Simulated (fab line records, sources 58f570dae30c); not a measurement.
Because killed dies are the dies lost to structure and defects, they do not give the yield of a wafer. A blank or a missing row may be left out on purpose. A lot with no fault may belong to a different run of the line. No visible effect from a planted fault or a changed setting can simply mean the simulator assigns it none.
What tool caused it? || flow berkeley-cmos170 || 7 lots, 21 wafers sampled, at 1 step of a route of 331

== WHAT THE GAUGES READ, wafer by wafer ==
UCB170_PWELL_OVL_MEAS_13.
{"lot": "L269", "measured": "day 3 13:43", "on": "overlay-01", "PWELL_OVL (nm)": "4 2 12"}
{"lot": "L273", "measured": "day 4 16:11", "on": "overlay-02", "PWELL_OVL (nm)": "3 2 5"}
{"lot": "L276", "measured": "day 5 01:45", "on": "overlay-02", "PWELL_OVL (nm)": "1 -1 -4"}
{"lot": "L278", "measured": "day 5 13:38", "on": "overlay-02", "PWELL_OVL (nm)": "-14 -14 -2"}
{"lot": "L281", "measured": "day 6 05:52", "on": "overlay-01", "PWELL_OVL (nm)": "-8 -5 -7"}
{"lot": "L286", "measured": "day 7 10:53", "on": "overlay-02", "PWELL_OVL (nm)": "-8 -7 -7"}
{"lot": "L289", "measured": "day 8 02:56", "on": "overlay-02", "PWELL_OVL (nm)": "2 0 0"}

== TOOL THAT RAN EACH LOT (tool first, then ch and the chambers of the sampled wafers, then the start) ==
There is no process step in the record ahead of these readings.

== THE ANSWER, worked out from the rows above alone ==
Rule: the usual values come from the lots themselves. Put in order of their means at a reading, lots are off if they are a third of the lots or fewer, leave a main group of 4 or more, and stand apart from it by a gap of 3 or more times the standard deviation of the main group's means; of several such gaps the widest counts. A main group is skipped when, at the precision printed for the reading in the tables above, its means are all equal. A lot without any number at a reading at which 4 lots or more have one is off too. All remaining lots with rows at the step are treated as sound.
Nothing can be told from this: no lot is off at any reading shown.

== WHAT THE SIMULATOR HAD PUT IN ==
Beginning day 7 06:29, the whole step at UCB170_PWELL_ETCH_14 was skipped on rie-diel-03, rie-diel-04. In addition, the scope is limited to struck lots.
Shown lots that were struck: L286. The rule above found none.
